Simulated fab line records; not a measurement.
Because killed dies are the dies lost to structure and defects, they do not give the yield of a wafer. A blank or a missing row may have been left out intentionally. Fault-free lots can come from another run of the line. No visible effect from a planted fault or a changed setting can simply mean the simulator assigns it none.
Code-filled problem report in 8D (eight disciplines) form | flow berkeleyCmos170 | the parts of the form that need people (team, actions taken, sign-off) are left out

## 1. WHAT WENT WRONG
Wafers free of any fault read 26.20 ohm/sq (standard deviation 0.26) for SILICIDE_TI_RS at UCB170_SILICIDE_RS_MEAS_02, against a mean of 38.79 ohm/sq on 6 wafers of 2 lots. Measured from the usual mean, that is +48 standard deviations.
The step: measures by four-point-probe.
First seen on wafer L436.2, day 12 12:28, on filmMetro-03. At this step, 42 wafers from 14 lots have a number in the record. The rule behind "out" and "out of limits": a value lying over 4 standard deviations away from the usual mean. Any other wafer with a number is counted as sound.

## 2. WHAT IT IS; WHAT IT IS NOT
question                    | is                         | is not
which readings at this step | SILICIDE_TI_RS             | -
which lots                  | L436, L439                 | L419, L420, L421, L423, L424, L426, L427, L428, L429, L431, L437, L442
which wafers of those lots  | all that have a number     | -
read on which gauges        | filmMetro-01, filmMetro-03 | filmMetro-02
when                        | from day 12 12:28          | up to then (33 sound wafers); but 3 sound wafers of L442 came after

## 3. SUSPECTS, AND WHAT RULES EACH OUT
Counting: any tool at a process step up to the reading is kept as a suspect provided that every lot that is out went through it and no sound lot did after the first of them.
- the gauge at UCB170_SILICIDE_RS_MEAS_02: ruled out. Those wafers that are out were read across 2 gauges (filmMetro-01, filmMetro-03).
- pvdSputter-04 at UCB170_SILICIDE_SPUTTER_01 (material Ti, target thk 30 nm, time 25 s): kept. It ran every lot that is out, first L436 (day 12 12:25), and no sound lot after that; its last sound lot up to then is L428 (day 10 11:02).
Left after counting: pvdSputter-04 at UCB170_SILICIDE_SPUTTER_01.

## 4. THE CAUSE (what the simulator had put in)
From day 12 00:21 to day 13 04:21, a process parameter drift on pvdSputter-04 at UCB170_SILICIDE_SPUTTER_01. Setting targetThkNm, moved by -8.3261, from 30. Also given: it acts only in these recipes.
This tool alone remained once counting was done.

## 5. THE CHAIN OF EFFECTS, in route order
Each row: a reading whose mean over the struck wafers that have a number lies more than 3 standard deviations from the usual. Only readings for which the record gives a usual standard deviation are gone through. hours: the time from each lot's start at the first step in this table that gives one to its start at this step, as a median over the lots. sigmas: the change in usual standard deviations.
hours | step                        | reading         | usual        | on struck wafers | change | sigmas
0     | UCB170_SILICIDE_RS_MEAS_02  | SILICIDE_TI_RS  | 26.20 ohm/sq | 38.79            | +12.59 | +48
0     | UCB170_SILICIDE_THK_MEAS_03 | SILICIDE_TI_THK | 30.49 nm     | 21.92            | -8.57  | -30

## 6. HOW IT WOULD HAVE BEEN CAUGHT EARLIER
Counted from the fault's start at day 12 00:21, it took 12 hours until the first out-of-limits reading at a measuring or inspecting step in this record, taken at day 12 12:28.
Of the tool readings at UCB170_SILICIDE_SPUTTER_01 for which the record gives a usual standard deviation, none was out on any struck wafer, so an alarm limit of 4 standard deviations on them would not have fired.
L439, from the lots that are out (2), started UCB170_SILICIDE_SPUTTER_01 on pvdSputter-04 later than day 12 12:28. Holding the tool at that time would have saved it.
